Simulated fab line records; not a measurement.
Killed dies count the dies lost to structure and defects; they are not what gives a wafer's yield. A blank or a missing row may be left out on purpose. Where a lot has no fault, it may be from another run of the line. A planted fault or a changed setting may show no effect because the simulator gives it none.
Problem report in the 8D (eight disciplines) form, filled by code ; flow rit-cmos ; the parts of the form that need people (team, actions taken, sign-off) are left out

## 1. THE PROBLEM
heater-power-total-W at RIT_CONTACT_SOFTBAKE_04 reads a mean of 33.22 W on 6 wafers of 2 lots; wafers without a fault read 34.57 W with a standard deviation of 0.048. That puts it -28 standard deviations away from the usual mean.
The step: time 60 s.
The first sign was on wafer L572.1 at day 6 10:35, on litho-track-04. The record has a number at this step for 18 wafers belonging to 6 lots. By rule, "out" or "out of limits" means more than 4 standard deviations away from the usual mean. Any other wafer with a number is counted as sound.

## 2. WHAT THIS IS AND IS NOT
question;is;is not
which readings at this step;heater-power-total-W, plate-temp-C;-
which lots;L572, L578;L556, L564, L569, L571
which wafers of those lots;all that have a number;-
read on which tools;litho-track-04;litho-track-01
when;from day 6 10:35;up to then (12 sound wafers)

## 3. WHAT RULES OUT EACH SUSPECT
Counting: a tool stays on the suspect list if, at a process step up to the reading, it processed all lots that are out and no sound lot following the first of them.
- pvd-sputter-02 at RIT_SILICIDE_SPUTTER_01 (material Ti, target thk 30 nm, time 240 s): kept. It ran every lot that is out, first L572 (day 6 09:35), and no sound lot after that.
- rtp-anneal-02 at RIT_SILICIDE_RTA_04 (time 10 s, ramp up 5 s, ramp down 5 s): kept. Every lot that is out went through it, starting with L572 (day 6 09:55), and after that it ran no sound lot; the last sound lot it ran before then is L564 (day 4 19:06).
- rtp-anneal-01 at RIT_SILICIDE_RTA_06 (time 10 s, ramp up 5 s, ramp down 10 s): kept. Every lot that is out went through it, starting with L572 (day 6 10:01), and after that it ran no sound lot; the last sound lot it ran before then is L564 (day 4 19:13).
- pecvd-04 at RIT_CONTACT_CVD_00 (deposits SiO2 from TEOS, target thk 400 nm, time 61 s): kept. Every lot that is out went through it, starting with L572 (day 6 10:05), and after that it ran no sound lot; the last sound lot it ran before then is L569 (day 5 20:16).
- litho-track-04 at RIT_CONTACT_SOFTBAKE_04 (time 60 s): kept. Every lot that is out went through it, starting with L572 (day 6 10:35), and after that it ran no sound lot; the last sound lot it ran before then is L569 (day 5 20:41). Its own heater-power-total-W, plate-temp-C readings are out on those wafers.
Left after counting: pvd-sputter-02 at RIT_SILICIDE_SPUTTER_01, rtp-anneal-02 at RIT_SILICIDE_RTA_04, rtp-anneal-01 at RIT_SILICIDE_RTA_06, pecvd-04 at RIT_CONTACT_CVD_00, litho-track-04 at RIT_CONTACT_SOFTBAKE_04.

## 4. THE CAUSE (what the simulator had put in)
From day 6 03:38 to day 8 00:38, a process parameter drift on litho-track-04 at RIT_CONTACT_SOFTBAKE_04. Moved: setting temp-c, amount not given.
5 suspects survive the count, and this tool is in that group.

## 5. SEQUENCE OF EFFECTS, ordered by route
One row per reading whose mean, taken over the struck wafers that have a number, lies over 3 standard deviations from the usual. Readings are gone through only where the record gives a usual standard deviation; hours: the median, over the lots, of the time from a lot's start at the first step in this table giving one to that lot's start at this step; sigmas: the change measured in usual standard deviations.
hours;step;reading;usual;on struck wafers;change;sigmas
0;RIT_CONTACT_SOFTBAKE_04;heater-power-total-W;34.57 W;33.22;-1.35;-28
0;RIT_CONTACT_SOFTBAKE_04;plate-temp-C;90.01 C;87.42;-2.59;-22
Its process steps:
- RIT_CONTACT_SOFTBAKE_04: time 60 s.
Later measuring or inspecting steps at which every struck wafer that the step has a row for has a number for every such reading, and none has moved that far: RIT_CONTACT_CD_MEAS_08.

## 6. WHAT WOULD HAVE CAUGHT IT SOONER
In this record no reading fell out of limits until day 6 10:35, 7 hours after the fault had begun at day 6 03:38.
